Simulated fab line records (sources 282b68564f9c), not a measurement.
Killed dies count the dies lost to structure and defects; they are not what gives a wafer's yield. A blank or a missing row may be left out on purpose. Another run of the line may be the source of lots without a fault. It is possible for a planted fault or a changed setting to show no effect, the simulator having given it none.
fab line records    flow rit_cmos
[record] lots = 7  wafers = 21  last_day = 7
route steps=202 shown PLDD@159 NLDD@160 SILICIDE@161 CONTACT@168 M1@202
lots that met no fault: from a run of the same line without faults
start_h: hours from the record's first day to the start of the lot's first wafer shown    wait_h: how many hours have passed since the lot's step before this one    " the same as in the row above    L1.1+2: a single row standing in for several wafers    - no value, or no start given    * or withheld: withheld    < > ~ a bound
route shown NAME@n: NAME is a module with steps in the file, n the number in the route of the first one    usual: average and standard deviation across the fault-free wafers    same: alike in all rows    chamber/n: place in a boat    sites: the reading at each site    _std_site: standard deviation of those values    _edge_site: mean of outer sites minus mean of inner sites    radius_mm: how far each site lies from the wafer's centre    mask NAME#n: copy n    behind: tool/chamber where the wafer was last shaped    hold: why the lot went on hold/how many hours it stayed there/how the hold came to an end    device: whichever transistor did not switch (one of n, p or np)    end of line: at the end of the route, the tests of the same wafers    for a step that has no rows: nothing shown but its recipe    killed: count of dies lost to structure and defects at first sort (not the wafer's yield)    map: dies across one wafer; x = killed, . = not, _ = none there
set.NAME: the setting that was run; set.NAME@STEP: the one run at that earlier step    model.NAME: the simulator's own value behind a step, which no gauge read
a table for each step, a row for each wafer; lots at some steps of the route
services: from which hour (start_h, from the record's first day; less than 0 if before it) a tool's chamber was out of use, for how many hours, and why
[[steps]]
[step RIT_SDANNEAL_RS_MEAS_06]
[recipe] thk_meas_gauge = four-point-probe
[usual] PLDD_RS = 178.5/0.51
lot.wafer  tool           chamber  start_h  wait_h  PLDD_RS[ohm/sq]
L929.1     film_metro-01  -        54.94    0.1     178.7
L929.3     "              -        "        "       179.0
L929.6     "              -        "        "       178.6
L930.3     film_metro-01  -        62.33    0.1     178.8
L930.5     "              -        "        "       178.6
L930.6     "              -        "        "       178.4
L939.1     film_metro-01  -        102.54   0.1     178.4
L939.5     "              -        "        "       178.8
L939.6     "              -        "        "       179.0
L940.2     film_metro-02  -        108.93   0.1     178.7
L940.3     "              -        "        "       178.5
L940.6     "              -        "        "       178.6
L941.1     film_metro-02  -        111.35   0.1     178.7
L941.3     "              -        "        "       178.3
L941.6     "              -        "        "       178.6
L949.1     film_metro-03  -        155.22   0.1     177.7
L949.3     "              -        "        "       177.5
L949.6     "              -        "        "       178.1
L950.3     film_metro-01  -        157.50   0.1     179.2
L950.5     "              -        "        "       179.3
L950.6     "              -        "        "       179.1
[step RIT_SDANNEAL_RS_MEAS_07]
[recipe] thk_meas_gauge = four-point-probe
[usual] NLDD_RS = 151.5/0.64
lot.wafer  tool           chamber  start_h  wait_h  NLDD_RS[ohm/sq]
L929.1     film_metro-01  -        55.06    0.1     152.2
L929.3     "              -        "        "       152.3
L929.6     "              -        "        "       152.5
L930.3     film_metro-01  -        62.45    0.1     152.1
L930.5     "              -        "        "       152.0
L930.6     "              -        "        "       152.0
L939.1     film_metro-01  -        102.66   0.1     152.2
L939.5     "              -        "        "       151.9
L939.6     "              -        "        "       152.4
L940.2     film_metro-02  -        109.05   0.1     150.3
L940.3     "              -        "        "       151.1
L940.6     "              -        "        "       150.7
L941.1     film_metro-02  -        111.47   0.1     151.9
L941.3     "              -        "        "       151.9
L941.6     "              -        "        "       152.2
L949.1     film_metro-03  -        155.34   0.1     151.3
L949.3     "              -        "        "       150.9
L949.6     "              -        "        "       151.0
L950.3     film_metro-01  -        157.62   0.1     151.6
L950.5     "              -        "        "       151.8
L950.6     "              -        "        "       151.6
[step RIT_SILICIDE_WET_ETCH_00]
[recipe] chemistry = BOE  target = SiO2  target_depth_nm = 14  time_s = 15  dry = n2_spin  dilution = 10:1  temp_c = 21.5
[step RIT_SILICIDE_SPUTTER_01]
[recipe] material = Ti  target_thk_nm = 30  power_w = 350  chamber_pressure_pa = 0.667  gas = Ar  time_s = 240  substrate_temp_c = 25
[usual] throttle_valve_pct = 30.4/0.88
lot.wafer  tool            chamber  start_h  wait_h  throttle_valve_pct
L929.1     pvd_sputter-02  -        55.19    0.0     28.6
L929.3     "               -        "        "       29.8
L929.6     "               -        "        "       28.6
L930.3     pvd_sputter-04  -        62.54    0.0     31.6
L930.5     "               -        "        "       31.6
L930.6     "               -        "        "       30.1
L939.1     pvd_sputter-01  -        102.79   0.0     30.4
L939.5     "               -        "        "       29.2
L939.6     "               -        "        "       30.2
L940.2     pvd_sputter-04  -        109.17   0.0     29.9
L940.3     "               -        "        "       31.4
L940.6     "               -        "        "       31.0
L941.1     pvd_sputter-01  -        111.62   0.0     30.8
L941.3     "               -        "        "       29.9
L941.6     "               -        "        "       30.5
L949.1     pvd_sputter-02  -        155.48   0.0     30.9
L949.3     "               -        "        "       28.7
L949.6     "               -        "        "       30.8
L950.3     pvd_sputter-04  -        157.71   0.0     31.7
L950.5     "               -        "        "       30.4
L950.6     "               -        "        "       29.9
[step RIT_SILICIDE_RS_MEAS_02]
[recipe] thk_meas_gauge = four-point-probe  reads = Ti_of_SILICIDE_SPUTTER_01
[usual] SILICIDE_TI_RS = 48.2/0.64
lot.wafer  tool           chamber  start_h  wait_h  SILICIDE_TI_RS[ohm/sq]
L929.1     film_metro-02  -        55.34    0.1     47.8
L929.3     "              -        "        "       47.3
L929.6     "              -        "        "       47.8
L930.3     film_metro-03  -        62.73    0.1     48.0
L930.5     "              -        "        "       48.3
L930.6     "              -        "        "       49.4
L939.1     film_metro-04  -        102.94   0.1     47.9
L939.5     "              -        "        "       49.2
L939.6     "              -        "        "       48.0
L940.2     film_metro-02  -        109.34   0.1     49.8
L940.3     "              -        "        "       48.4
L940.6     "              -        "        "       48.9
L941.1     film_metro-04  -        111.77   0.1     47.2
L941.3     "              -        "        "       47.6
L941.6     "              -        "        "       48.2
L949.1     film_metro-04  -        155.63   0.1     47.8
L949.3     "              -        "        "       47.5
L949.6     "              -        "        "       48.1
L950.3     film_metro-02  -        157.90   0.1     47.6
L950.5     "              -        "        "       48.0
L950.6     "              -        "        "       48.3
[step RIT_SILICIDE_THK_MEAS_03]
[recipe] thk_meas_gauge = xrf  reads = Ti_of_SILICIDE_SPUTTER_01
[usual] SILICIDE_TI_THK = 29.7/0.32
lot.wafer  tool           chamber  start_h  wait_h  SILICIDE_TI_THK[nm]
L929.1     film_metro-02  -        55.46    0.1     30.1
L929.3     "              -        "        "       30.1
L929.6     "              -        "        "       30.0
L930.3     film_metro-03  -        62.83    0.1     29.7
L930.5     "              -        "        "       29.5
L930.6     "              -        "        "       29.0
L939.1     film_metro-04  -        103.06   0.1     29.7
L939.5     "              -        "        "       29.3
L939.6     "              -        "        "       29.8
L940.2     film_metro-02  -        109.45   0.1     29.1
L940.3     "              -        "        "       29.9
L940.6     "              -        "        "       29.6
L941.1     film_metro-04  -        111.89   0.1     30.2
L941.3     "              -        "        "       30.1
L941.6     "              -        "        "       29.7
L949.1     film_metro-04  -        155.75   0.1     29.9
L949.3     "              -        "        "       30.1
L949.6     "              -        "        "       29.6
L950.3     film_metro-02  -        158.00   0.1     30.2
L950.5     "              -        "        "       30.0
L950.6     "              -        "        "       29.8
[step RIT_SILICIDE_RTA_04]
[recipe] temp_c = 650  time_s = 10  idle_temp_c = 25  ramp_up_s = 5  ramp_down_s = 5  cool_to_c = 25  ambient = N2
[usual] wafer_temp_C_max = 652.8/0.77
lot.wafer  tool           chamber  start_h  wait_h  wafer_temp_C_max
L929.1     rtp_anneal-01  0        55.52    0.1     654.1
L929.3     "              0        "        "       652.9
L929.6     "              0        "        "       654.4
L930.3     rtp_anneal-02  0        62.92    0.1     652.4
L930.5     "              0        "        "       652.6
L930.6     "              0        "        "       653.0
L939.1     rtp_anneal-01  0        103.12   0.1     653.7
L939.5     "              0        "        "       652.7
L939.6     "              0        "        "       652.5
L940.2     rtp_anneal-02  0        109.51   0.1     651.5
L940.3     "              0        "        "       651.7
L940.6     "              0        "        "       652.6
L941.1     rtp_anneal-01  0        111.95   0.1     653.1
L941.3     "              0        "        "       653.3
L941.6     "              0        "        "       652.8
L949.1     rtp_anneal-01  0        155.81   0.1     653.8
L949.3     "              0        "        "       653.9
L949.6     "              0        "        "       654.2
L950.3     rtp_anneal-02  0        158.06   0.1     652.1
L950.5     "              0        "        "       652.2
L950.6     "              0        "        "       651.8
[step RIT_SILICIDE_WET_ETCH_05]
[recipe] chemistry = SPM  target = Ti  temp_c = 90  time_s = 120  dry = n2_spin
[step RIT_SILICIDE_RTA_06]
[recipe] temp_c = 750  time_s = 10  idle_temp_c = 25  ramp_up_s = 5  ramp_down_s = 10  cool_to_c = 25  ambient = N2
[usual] wafer_temp_C_max = 752.9/0.79
lot.wafer  tool           chamber  start_h  wait_h  wafer_temp_C_max
L929.1     rtp_anneal-02  0        55.63    0.0     752.3
L929.3     "              0        "        "       752.3
L929.6     "              0        "        "       752.9
L930.3     rtp_anneal-01  0        63.07    0.0     754.0
L930.5     "              0        "        "       753.0
L930.6     "              0        "        "       753.4
L939.1     rtp_anneal-02  0        103.23   0.0     752.7
L939.5     "              0        "        "       752.7
L939.6     "              0        "        "       751.4
L940.2     rtp_anneal-01  0        109.62   0.0     753.7
L940.3     "              0        "        "       755.0
L940.6     "              0        "        "       754.0
L941.1     rtp_anneal-02  0        112.21   0.0     752.2
L941.3     "              0        "        "       753.5
L941.6     "              0        "        "       753.1
L949.1     rtp_anneal-02  0        155.92   0.0     752.5
L949.3     "              0        "        "       753.3
L949.6     "              0        "        "       751.4
L950.3     rtp_anneal-01  0        158.17   0.0     753.5
L950.5     "              0        "        "       752.3
L950.6     "              0        "        "       752.9
[step RIT_CONTACT_CVD_00]
[recipe] material = SiO2  target_thk_nm = 400  precursor = TEOS  temp_c = 390  time_s = 61  rf_w = 400
[usual] heater_power_w = 313/55
lot.wafer  tool      chamber  start_h  wait_h  heater_power_w
L929.1     pecvd-04  0        55.69    0.1     311
L929.3     "         2        "        "       385
L929.6     "         1        "        "       331
L930.3     pecvd-02  2        63.11    0.0     280
L930.5     "         1        "        "       292
L930.6     "         0        "        "       422
L939.1     pecvd-02  2        103.30   0.1     299
L939.5     "         2        "        "       308
L939.6     "         0        "        "       444
L940.2     pecvd-03  1        109.67   0.0     243
L940.3     "         0        "        "       364
L940.6     "         1        "        "       261
L941.1     pecvd-04  0        112.28   0.1     251
L941.3     "         1        "        "       338
L941.6     "         2        "        "       381
L949.1     pecvd-03  1        155.99   0.1     253
L949.3     "         2        "        "       268
L949.6     "         1        "        "       269
L950.3     pecvd-04  2        158.22   0.0     354
L950.5     "         1        "        "       344
L950.6     "         2        "        "       367
[step RIT_CONTACT_THK_MEAS_01]
[recipe] reads = SiO2_of_CONTACT_CVD_00
[usual] CONTACT_TEOS_THK = 402/5.1
lot.wafer  tool           chamber  start_h  wait_h  CONTACT_TEOS_THK[nm]
L929.1     film_metro-04  -        55.74    0.0     394
L929.3     "              -        "        "       396
L929.6     "              -        "        "       413
L930.3     film_metro-02  -        63.18    0.0     397
L930.5     "              -        "        "       406
L930.6     "              -        "        "       410
L939.1     film_metro-04  -        103.35   0.0     394
L939.5     "              -        "        "       400
L939.6     "              -        "        "       403
L940.2     film_metro-04  -        109.74   0.0     392
L940.3     "              -        "        "       404
L940.6     "              -        "        "       403
L941.1     film_metro-01  -        112.33   0.0     392
L941.3     "              -        "        "       394
L941.6     "              -        "        "       395
L949.1     film_metro-02  -        156.04   0.0     395
L949.3     "              -        "        "       399
L949.6     "              -        "        "       398
L950.3     film_metro-04  -        158.29   0.0     400
L950.5     "              -        "        "       407
L950.6     "              -        "        "       404
[step RIT_CONTACT_HMDS_02]
[recipe] prime_time_s = 60  prime_temp_c = 140
[step RIT_CONTACT_COAT_03]
[recipe] resist = NOVOLAK  spin_rpm = 3250  resist_thk_nm = 1000
[usual] chill_plate_temp_C = 23.01/0.1  dispense_pressure_kPa = 50/5.1
lot.wafer  tool            chamber  start_h  wait_h  chill_plate_temp_C  dispense_pressure_kPa
L929.1     litho_track-03  0        55.95    0.1     23.05               50
L929.3     "               0        "        "       22.99               50
L929.6     "               0        "        "       23.08               50
L930.3     litho_track-01  0        63.44    0.1     23.13               57
L930.5     "               0        "        "       22.96               57
L930.6     "               0        "        "       22.89               57
L939.1     litho_track-03  -        103.56   0.1     -                   -
L939.5     "               -        "        "       -                   -
L939.6     "               -        "        "       -                   -
L940.2     litho_track-04  -        109.96   0.1     -                   -
L940.3     "               -        "        "       -                   -
L940.6     "               -        "        "       -                   -
L941.1     litho_track-01  -        112.54   0.1     -                   -
L941.3     "               -        "        "       -                   -
L941.6     "               -        "        "       -                   -
L949.1     litho_track-04  0        156.25   0.1     23.12               43
L949.3     "               0        "        "       23.13               43
L949.6     "               0        "        "       23.11               43
L950.3     litho_track-04  0        158.53   0.1     23.01               43
L950.5     "               0        "        "       22.98               43
L950.6     "               0        "        "       23.14               43
[step RIT_CONTACT_SOFTBAKE_04]
[recipe] resist = NOVOLAK  temp_c = 90  time_s = 60
[step RIT_CONTACT_EXPOSE_05]
[recipe] mask_id = M11  na = 0.6  source_shape = conventional  sigma_outer = 0.5  target_cd_nm = 1000  dose_mj = 250
[step RIT_CONTACT_PEB_06]
[recipe] resist = NOVOLAK  temp_c = withheld  time_s = withheld
[step RIT_CONTACT_DEVELOP_07]
[recipe] resist = NOVOLAK  develop_time_s = 120  dev_temp_c = 23
[step RIT_CONTACT_CD_MEAS_08]
[recipe] target_cd_nm = 1000
[usual] cd_nm = 999.8/2.1
lot.wafer  tool       chamber  start_h  wait_h  cd_nm
L929.1     cd_sem-01  -        56.77    -       999.3
L929.3     "          -        "        "       1000.2
L929.6     "          -        "        "       999.1
L930.3     cd_sem-01  -        64.37    -       1001.0
L930.5     "          -        "        "       998.4
L930.6     "          -        "        "       999.9
L939.1     cd_sem-02  -        104.50   -       -
L939.5     "          -        "        "       -
L939.6     "          -        "        "       -
L940.2     cd_sem-01  -        110.90   -       -
L940.3     "          -        "        "       -
L940.6     "          -        "        "       -
L941.1     cd_sem-01  -        113.48   -       -
L941.3     "          -        "        "       -
L941.6     "          -        "        "       -
L949.1     cd_sem-01  -        157.07   -       999.2
L949.3     "          -        "        "       1001.0
L949.6     "          -        "        "       1001.0
L950.3     cd_sem-02  -        159.46   -       998.9
L950.5     "          -        "        "       998.7
L950.6     "          -        "        "       996.6
[step RIT_CONTACT_OVL_MEAS_09]
[usual] CONTACT_OVL = 0.6/1.3
lot.wafer  tool        chamber  start_h  wait_h  CONTACT_OVL[nm]
L929.1     overlay-01  -        56.89    0.1     0.7
L929.3     "           -        "        "       0.5
L929.6     "           -        "        "       -0.3
L930.3     overlay-02  -        64.46    0.1     1.0
L930.5     "           -        "        "       1.0
L930.6     "           -        "        "       2.0
L939.1     overlay-01  -        104.62   0.1     -
L939.5     "           -        "        "       -
L939.6     "           -        "        "       -
L940.2     overlay-02  -        111.00   0.1     -
L940.3     "           -        "        "       -
L940.6     "           -        "        "       -
L941.1     overlay-01  -        113.60   0.1     -
L941.3     "           -        "        "       -
L941.6     "           -        "        "       -
L949.1     overlay-01  -        157.19   0.1     0.8
L949.3     "           -        "        "       0.1
L949.6     "           -        "        "       0.1
L950.3     overlay-01  -        159.55   0.1     1.6
L950.5     "           -        "        "       1.3
L950.6     "           -        "        "       1.4
[step RIT_M1_PROBE_99]
[usual] killed_at_contacts = 0.1/0.3  killed_at_front_end = 7/3.3  killed_dies = 7/3.3  killed_on_rim = 2.2/1.4  killed_open = 3.8/2.3  killed_short = 3.5/2.1
[same] gross_dies = 264  killed_at_M0_to_M3 = 0  killed_at_M4_up = 0  killed_at_back_side = 0  killed_at_other = 0
lot.wafer  tool       chamber  start_h  wait_h  killed_at_contacts  killed_at_front_end  killed_dies  killed_on_rim  killed_open  killed_short
L929.1     prober-01  -        62.19    0.1     0                   12                   12           3              6            6
L929.3     prober-01  -        62.29    0.2     1                   7                    8            2              4            3
L929.6     prober-01  -        62.44    0.2     0                   7                    7            2              2            5
L939.1     prober-01  -        109.80   0.1     259                 5                    264          70             2            3
L939.5     prober-01  -        110.00   0.2     256                 8                    264          70             4            4
L939.6     prober-01  -        110.05   0.2     252                 12                   264          70             8            4
L940.2     prober-01  -        116.23   0.1     255                 9                    264          70             5            5
L940.3     prober-01  -        116.28   0.2     259                 5                    264          70             4            1
L940.6     prober-01  -        116.43   0.2     255                 9                    264          70             2            7
L941.1     prober-01  -        119.02   0.1     259                 5                    264          70             5            0
L941.3     prober-01  -        119.12   0.2     253                 11                   264          70             4            7
L941.6     prober-01  -        119.27   0.2     250                 14                   264          70             9            5
L950.3     prober-02  -        164.85   0.2     0                   4                    4            1              2            2
L950.5     prober-02  -        164.95   0.2     0                   6                    6            0              3            3
L950.6     prober-02  -        165.00   0.2     0                   5                    5            2              1            4
// killed by level:class
L929.1 GATE:geometric_particle:open=3 FOX1:geometric_particle:short=2 GATE:geometric_particle:short=2 FOX1:geometric_particle:open=1 FOX2:geometric_particle:open=1 FOX2:geometric_particle:short=1 REOX:geometric_particle:open=1 SILICIDE:geometric_particle:short=1
L929.3 GATE:geometric_particle:short=3 GATE:geometric_particle:open=2 REOX:geometric_particle:open=1 SILICIDE:geometric_particle:open=1 CONTACT:coat_microbubble_printed=1
L929.6 GATE:geometric_particle:short=4 GATE:geometric_particle:open=1 REOX:geometric_particle:short=1 REOX:geometric_particle:open=1
L939.1 CONTACT:area_expose=259 REOX:geometric_particle:open=2 FOX1:geometric_particle:short=1 FOX2:geometric_particle:short=1 GATE:geometric_particle:short=1
L939.5 CONTACT:area_expose=256 FOX2:geometric_particle:short=2 GATE:geometric_particle:open=2 ACTIVE:geometric_particle:open=1 FOX2:geometric_particle:open=1 REOX:geometric_particle:short=1 SILICIDE:geometric_particle:short=1
L939.6 CONTACT:area_expose=252 FOX1:geometric_particle:open=3 REOX:geometric_particle:open=2 REOX:geometric_particle:short=2 ACTIVE:geometric_particle:open=1 FOX2:geometric_particle:short=1 GATE:geometric_particle:open=1 SPACER:geometric_particle:short=1
L940.2 CONTACT:area_expose=254 FOX2:geometric_particle:open=3 GATE:geometric_particle:short=2 SPACER:geometric_particle:short=2 FOX2:geometric_particle:short=1 SILICIDE:geometric_particle:open=1 CONTACT:geometric_particle:open=1
L940.3 CONTACT:area_expose=259 SILICIDE:geometric_particle:open=3 GATE:geometric_particle:short=1 GATE:geometric_particle:open=1
L940.6 CONTACT:area_expose=255 FOX2:geometric_particle:short=3 SILICIDE:geometric_particle:short=2 GATE:geometric_particle:short=1 GATE:geometric_particle:open=1 SPACER:geometric_particle:short=1 SPACER:geometric_particle:open=1
L941.1 CONTACT:area_expose=259 GATE:geometric_particle:open=2 SPACER:geometric_particle:open=2 FOX2:geometric_particle:open=1
L941.3 CONTACT:area_expose=253 FOX2:geometric_particle:short=4 GATE:geometric_particle:open=3 REOX:geometric_particle:short=2 FOX2:geometric_particle:open=1 SILICIDE:geometric_particle:short=1
L941.6 CONTACT:area_expose=250 FOX1:geometric_particle:open=3 FOX2:geometric_particle:open=2 GATE:geometric_particle:short=2 GATE:geometric_particle:open=2 REOX:geometric_particle:short=2 SPACER:geometric_particle:open=2 FOX2:geometric_particle:short=1
L950.3 FOX1:geometric_particle:open=1 REOX:geometric_particle:short=1 SPACER:geometric_particle:short=1 SPACER:geometric_particle:open=1
L950.5 GATE:geometric_particle:open=2 FOX2:geometric_particle:short=1 GATE:geometric_particle:short=1 REOX:geometric_particle:short=1 SPACER:geometric_particle:open=1
L950.6 FOX1:geometric_particle:short=2 SPACER:geometric_particle:short=2 GATE:geometric_particle:open=1
// map L939.1 (x killed, . not)
________xxxxxxx_______
_____xxxxxxxxxxxxx____
____xxxxxxxxxxxxxxx___
___xxxxxxxxxxxxxxxxx__
__xxxxxxxxxxxxxxxxxxx_
__xxxxxxxxxxxxxxxxxxx_
_xxxxxxxxxxxxxxxxxxxxx
_xxxxxxxxxxxxxxxxxxxxx
_xxxxxxxxxxxxxxxxxxxxx
_xxxxxxxxxxxxxxxxxxxxx
__xxxxxxxxxxxxxxxxxxx_
__xxxxxxxxxxxxxxxxxxx_
___xxxxxxxxxxxxxxxxx__
____xxxxxxxxxxxxxxx___
_____xxxxxxxxxxxxx____
________xxxxxxx_______
// map L940.2 (x killed, . not)
________xxxxxxx_______
_____xxxxxxxxxxxxx____
____xxxxxxxxxxxxxxx___
___xxxxxxxxxxxxxxxxx__
__xxxxxxxxxxxxxxxxxxx_
__xxxxxxxxxxxxxxxxxxx_
_xxxxxxxxxxxxxxxxxxxxx
_xxxxxxxxxxxxxxxxxxxxx
_xxxxxxxxxxxxxxxxxxxxx
_xxxxxxxxxxxxxxxxxxxxx
__xxxxxxxxxxxxxxxxxxx_
__xxxxxxxxxxxxxxxxxxx_
___xxxxxxxxxxxxxxxxx__
____xxxxxxxxxxxxxxx___
_____xxxxxxxxxxxxx____
________xxxxxxx_______
[[services]]
tool            chamber  start_h  hours  kind
pvd_sputter-02  -        32.81    1.3    repair
pvd_sputter-04  -        42.35    14.4   repair
rtp_anneal-02   -        45.17    2.7    pm
pecvd-04        -        61.48    6.0    pm
pecvd-04        -        73.50    5.5    pm
pvd_sputter-01  -        121.86   6.6    repair
pvd_sputter-04  -        130.94   1.7    repair
pvd_sputter-01  -        137.30   0.7    repair
pvd_sputter-04  -        141.92   0.7    repair
[[key]]
[first_sign] step = RIT_CONTACT_COAT_03  reading = tool_record  direction = missing
[effect] step = RIT_CONTACT_CD_MEAS_08  reading = cd_nm  direction = missing
[effect] step = RIT_CONTACT_OVL_MEAS_09  reading = CONTACT_OVL  direction = missing
[effect] step = RIT_M1_PROBE_99  reading = killed_at_contacts  direction = up  sigmas = 99+  usual = 0.1  struck = 255.3
[more_kills_born_at] RIT_CONTACT_EXPOSE_05@iline_stepper-01 = 1529  RIT_CONTACT_EXPOSE_05@iline_stepper-02 = 768
met_at RIT_CONTACT_COAT_03
struck_wafers L939.1,L939.5,L939.6,L940.2,L940.3,L940.6,L941.1,L941.3,L941.6
later_rows_left_out L939.1,L939.5,L939.6,L940.2,L940.3,L940.6,L941.1,L941.3,L941.6
tester_left_out L939,L940,L941
onset_between 63.44 103.56
[fault] kind = skipped_step_whole  tool = litho_track-01,litho_track-03,litho_track-04  chamber = -  onset_h = 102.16  steps = RIT_CONTACT_COAT_03  scope = struck_lots_only
// tester_left_out: of these lots the tester's yield and bins aren't shown, on N5 and GAA mostly nor the transistor test; their killed dies are dies lost to structure and defects alone, not to doping, threshold or leakage, so they don't give the yield
// later_rows_left_out: the simulator's readings of these wafers behind a module that went badly wrong aren't trusted and aren't shown, but for the sort
